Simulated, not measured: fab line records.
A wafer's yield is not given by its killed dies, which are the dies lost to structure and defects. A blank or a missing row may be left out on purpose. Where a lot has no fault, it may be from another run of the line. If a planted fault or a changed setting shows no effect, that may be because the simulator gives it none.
Commonality check across tools ; flow berkeleyCmos170 ; 14 lots and 42 wafers in the sample

== REASON FOR OPENING ==
2 of 14 lots carry a flag on the reading ACTIVE_NITRIDE_THK at UCB170_ACTIVE_THK_MEAS_06. Fault-free wafers read 219.5 nm, with a standard deviation of 2.
Rule: a lot is flagged in two cases, either no wafer of it has a number, or all its wafers with numbers fall more than 4 standard deviations from that mean. All remaining lots are regarded as sound.

lot;measured;on;ACTIVE_NITRIDE_THK (nm), wafer by wafer;flag
L975;day 4 08:42;filmMetro-02;220.8 219.4 219.6;
L976;day 5 05:18;filmMetro-04;218.7 219.7 217.3;
L977;day 5 09:16;filmMetro-03;218.9 218.9 219.7;
L978;day 5 09:16;filmMetro-02;224.4 221.7 222.6;
L979;day 5 15:33;filmMetro-03;265.1 263.4 264.1;FLAGGED
L980;day 5 15:33;filmMetro-02;268.6 267.7 269.2;FLAGGED
L981;day 6 06:46;filmMetro-03;221.4 220.9 220.9;
L984;day 6 15:06;filmMetro-03;216.3 214.9 217.0;
L990;day 7 22:20;filmMetro-02;221.3 217.9 220.2;
L991;day 7 22:21;filmMetro-03;218.6 218.7 217.2;
L993;day 8 14:12;filmMetro-02;217.8 219.8 219.4;
L994;day 9 02:54;filmMetro-02;218.4 218.5 219.2;
L996;day 9 02:54;filmMetro-04;222.9 222.6 222.2;
L998;day 9 12:01;filmMetro-04;221.4 221.5 218.8;
The mean of the flagged lots' numbers is 266.4 nm, +46.9 nm from the usual (+23 standard deviations).

== WHICH TOOL EACH LOT WENT THROUGH ==
The record holds 2 process steps before the reading, out of a route of 331 steps. Each cell gives the tool, then ch followed by the chambers the sampled wafers passed through, then the start.
lot;flag;UCB170_PWELL_ETCH_14;UCB170_ACTIVE_CVD_05
L975;;rieDiel-04 ch 0,3, day 3 03:24;lpcvd-02 ch 0, day 4 06:46
L976;;rieDiel-03 ch 1,2,3, day 3 14:20;lpcvd-02 ch 0, day 5 03:23
L977;;rieDiel-02 ch 0,2,3, day 3 21:56;lpcvd-01 ch 0, day 5 07:20
L978;;rieDiel-03 ch 0,1,3, day 3 22:07;lpcvd-01 ch 1, day 5 07:20
L979;FLAGGED;rieDiel-04 ch 0,1,3, day 4 07:32;lpcvd-01 ch 1, day 5 13:38
L980;FLAGGED;rieDiel-02 ch 1,3, day 4 07:47;lpcvd-01 ch 1, day 5 13:38
L981;;rieDiel-03 ch 0,1,2, day 4 23:40;lpcvd-02 ch 0, day 6 04:51
L984;;rieDiel-03 ch 0,1,3, day 5 08:01;lpcvd-02 ch 1, day 6 13:11
L990;;rieDiel-04 ch 0,1,2, day 6 15:11;lpcvd-02 ch 0, day 7 20:25
L991;;rieDiel-03 ch 1,2, day 6 15:25;lpcvd-02 ch 1, day 7 20:25
L993;;rieDiel-02 ch 0,2,3, day 7 01:26;lpcvd-02 ch 0, day 8 12:17
L994;;rieDiel-03 ch 0,1,2, day 7 13:20;lpcvd-02 ch 0, day 9 00:00
L996;;rieDiel-04 ch 1,3, day 7 17:17;lpcvd-02 ch 0, day 9 00:00
L998;;rieDiel-02 ch 0,1,2, day 8 04:37;lpcvd-02 ch 0, day 9 10:05
What the steps here do:
- UCB170_PWELL_ETCH_14: etches Si3N4 in CH3F/Ar/O2, stops on SiO2, target depth 242 nm, time 151 s.
- UCB170_ACTIVE_CVD_05: deposits Si3N4 from SiH2Cl2/NH3, target thk 220 nm, time 3300 s.
- UCB170_ACTIVE_THK_MEAS_06

== FLAGGED AGAINST TOTAL, ONE TOOL AT A TIME (gauges that did the reading follow at the end) ==
step;tool;lots run;flagged;share of the flagged lots;sound lots run after its first flagged lot
UCB170_PWELL_ETCH_14;rieDiel-02;4;1;some;2 (L993,L998)
UCB170_PWELL_ETCH_14;rieDiel-03;6;0;none;-
UCB170_PWELL_ETCH_14;rieDiel-04;4;1;some;2 (L990,L996)
UCB170_ACTIVE_CVD_05;lpcvd-01;4;2;all;0
UCB170_ACTIVE_CVD_05;lpcvd-02;10;0;none;-
UCB170_ACTIVE_THK_MEAS_06;filmMetro-02;6;1;some;3 (L990,L993,L994)
UCB170_ACTIVE_THK_MEAS_06;filmMetro-03;5;1;some;3 (L981,L984,L991)
UCB170_ACTIVE_THK_MEAS_06;filmMetro-04;3;0;none;-

== WHAT IS ALLOWED BY THE TABLE ==
In the table, 1 row covers all flagged lots: lpcvd-01 at UCB170_ACTIVE_CVD_05.
- lpcvd-01 at UCB170_ACTIVE_CVD_05 ran 4 lots, 2 of them flagged. Its last sound lot is L977 (day 5 07:20), its first flagged lot L979 (day 5 13:38): a fault that began between those two fits. Its own readings (spikeTcCentreC, spikeTcLoadC, susceptorTempC) fall more than 4 standard deviations out on all wafers of the flagged lots.
Left over: one tool, lpcvd-01 at UCB170_ACTIVE_CVD_05.

== WHAT HAD BEEN PUT IN BY THE SIMULATOR ==
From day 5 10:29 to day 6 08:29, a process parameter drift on lpcvd-01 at UCB170_ACTIVE_CVD_05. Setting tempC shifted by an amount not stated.
Shown lots that were struck: L979, L980. The same result came from the rule above.
